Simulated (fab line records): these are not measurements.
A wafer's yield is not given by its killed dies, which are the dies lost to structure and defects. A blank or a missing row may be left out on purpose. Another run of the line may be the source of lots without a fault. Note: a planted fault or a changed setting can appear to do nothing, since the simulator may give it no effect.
Split-lot experiment ; flow berkeley cmos170 ; 23 wafers read across 5 lots, on a route 331 steps long

== SPLIT DETAILS ==
At UCB170_PWELL_CVD_05 (deposits Si3N4 from SiH2Cl2/NH3, target thk 220 nm, time 3300 s), the setting time s was moved away from the recipe's 3300 s on 15 of the 23 wafers read, by -6.2% to +6.9%. All remaining wafers had this setting at the recipe value.

The file shows no step between the split and the reading.

== THE READING ==
PWELL_NITRIDE_THK, in nm, at UCB170_PWELL_THK_MEAS_06. On this fab line, fault-free wafers typically give 221.2 nm with a standard deviation of 1.8 nm.

wafer;tool, chamber at the split;time s as run, s;against the recipe;PWELL_NITRIDE_THK, nm;against lot-mates on the recipe
L075.1;-, -;3300;recipe;222.4;-
L075.2;-, -;3300;recipe;221.7;-
L075.3;-, -;3300;recipe;222.3;-
L075.4;-, -;3300;recipe;222.8;-
L075.5;-, -;3300;recipe;223.0;-
L076.1;-, -;3527;+6.9%;235.3;no lot-mate on the recipe
L076.3;-, -;3527;+6.9%;238.5;no lot-mate on the recipe
L076.4;-, -;3527;+6.9%;235.9;no lot-mate on the recipe
L076.5;-, -;3527;+6.9%;235.4;no lot-mate on the recipe
L076.6;-, -;3527;+6.9%;235.9;no lot-mate on the recipe
L080.1;-, -;3094;-6.2%;208.4;no lot-mate on the recipe
L080.3;-, -;3094;-6.2%;208.0;no lot-mate on the recipe
L080.4;-, -;3094;-6.2%;207.1;no lot-mate on the recipe
L080.5;-, -;3094;-6.2%;207.2;no lot-mate on the recipe
L080.6;-, -;3094;-6.2%;207.4;no lot-mate on the recipe
L082.1;-, -;3148;-4.6%;210.8;no lot-mate on the recipe
L082.2;-, -;3148;-4.6%;210.4;no lot-mate on the recipe
L082.3;-, -;3148;-4.6%;211.4;no lot-mate on the recipe
L082.5;-, -;3148;-4.6%;211.7;no lot-mate on the recipe
L082.6;-, -;3148;-4.6%;210.2;no lot-mate on the recipe
L085.1;lpcvd-01, 0;3300;recipe;218.4;-
L085.3;lpcvd-01, 0;3300;recipe;218.6;-
L085.5;lpcvd-01, 0;3300;recipe;219.8;-

THE FIT
A straight line over all 23 wafers: PWELL_NITRIDE_THK changes by +2.19 nm for each +1% of time s; r = +0.99; the points scatter about the line by 1.3 nm.
Too few moved wafers with a lot-mate on the recipe to fit a line net of each lot's own level.

== THE WHOLE CHAIN: every reading that the file lists as answering this split, in the file's order ==
step;what it does;reading;change (the file's fit);r (the file's)
UCB170_PWELL_CVD_05;deposits Si3N4 from SiH2Cl2/NH3, target thk 220 nm, time 3300 s;Si3N4_of_PWELL_CVD_05.thk nm (the simulator's own value, which no gauge read);+2.19 nm for each +1% of the setting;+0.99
UCB170_PWELL_THK_MEAS_06;;PWELL_NITRIDE_THK;+2.19 for each +1% of the setting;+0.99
UCB170_PWELL_ETCH_14;etches Si3N4 in CH3F/Ar/O2, stops on SiO2, target depth 242 nm, time 151 s;etch.depth nm (the simulator's own value, which no gauge read);+2.22 nm for each +1% of the setting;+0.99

== FILE'S OWN FIT ==
PWELL_NITRIDE_THK changes by +2.19 nm for each +1% of time s, r = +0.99.
